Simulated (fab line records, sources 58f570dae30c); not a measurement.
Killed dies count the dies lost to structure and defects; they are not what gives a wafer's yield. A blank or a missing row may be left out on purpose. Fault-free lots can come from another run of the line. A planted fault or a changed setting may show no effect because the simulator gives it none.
Which tool is to blame? | flow berkeley cmos170 | Sampling: 6 lots, 18 wafers, 4 of 331 route steps

WHAT THE GAUGES SHOWED, per wafer
UCB170_M3_CD_MEAS_90: the cd target is 700 nm.
lot  | measured     | on        | cd nm (nm)
L393 | day 8 20:33  | cd sem-02 | 703 702 700
L396 | day 9 02:13  | cd sem-01 | 700 696 701
L399 | day 10 00:20 | cd sem-02 | 696 697 697
L402 | day 10 03:07 | cd sem-01 | 701 703 702
L405 | day 10 14:52 | cd sem-01 | 699 699 698
L413 | day 12 04:44 | cd sem-01 | 699 682 685

WHICH TOOL RAN EACH LOT (tool, then ch and the chambers of the sampled wafers, then the start)
lot  | UCB170_M3_STRIP_07                   | UCB170_M3_METAL_ETCH_18           | UCB170_M3_STRIP_19
L393 | plasma asher-03 ch 0,1, day 8 17:28  | rie metal-03 ch 0,1, day 8 20:16  | plasma asher-03 ch 0,1, day 8 20:27
L396 | plasma asher-03 ch 0,1, day 8 23:59  | rie metal-02 ch 0,1, day 9 01:55  | plasma asher-01 ch 0,1, day 9 02:07
L399 | plasma asher-03 ch 0,1, day 9 20:32  | rie metal-02 ch 0,1, day 10 00:03 | plasma asher-03 ch 0,1, day 10 00:14
L402 | plasma asher-04 ch 0,1, day 10 01:06 | rie metal-01 ch 0, day 10 02:43   | plasma asher-04 ch 0,1, day 10 03:01
L405 | plasma asher-04 ch 0,1, day 10 13:05 | rie metal-03 ch 1, day 10 14:34   | plasma asher-04 ch 0, day 10 14:45
L413 | plasma asher-03 ch 0,1, day 12 02:43 | rie metal-02 ch 0,1, day 12 04:25 | plasma asher-03 ch 0,1, day 12 04:36
- UCB170_M3_STRIP_07: strips in O2.
- UCB170_M3_METAL_ETCH_18: etches Al in Cl2/BCl3, stops on SiO2, target depth 1170 nm, time 195 s.
- UCB170_M3_STRIP_19: strips in O2.

THE ANSWER, worked out from the rows above alone
Rule: usual is defined by the lots themselves. The widest of any qualifying gaps counts: lots, ordered by their means at a reading, are off when they make up no more than a third of the lots, leave a main group of 4 or more, and stand apart from it by 3 or more times the standard deviation of that group's means. If all means in a main group match to the digits the tables above print for the reading, that group is not used. Also off: a lot with no number at a reading for which 4 or more lots have one. Where the step has rows for the other lots, those lots are counted as sound.
Off at UCB170_M3_CD_MEAS_90 (cd nm): L413. The main group has a mean of 700 nm with a standard deviation of 2.
A tool fits if, at a process step before that reading, it ran every lot that is off, and no sound lot after the first of them. Those tools and the gauges at UCB170_M3_CD_MEAS_90 are tried in the same way. Can't be told from this: 3 tools fit, plasma asher-03 at UCB170_M3_STRIP_07 and UCB170_M3_STRIP_19, rie metal-02 at UCB170_M3_METAL_ETCH_18, cd sem-01 at UCB170_M3_CD_MEAS_90.

WHAT THE SIMULATOR HAD PUT IN
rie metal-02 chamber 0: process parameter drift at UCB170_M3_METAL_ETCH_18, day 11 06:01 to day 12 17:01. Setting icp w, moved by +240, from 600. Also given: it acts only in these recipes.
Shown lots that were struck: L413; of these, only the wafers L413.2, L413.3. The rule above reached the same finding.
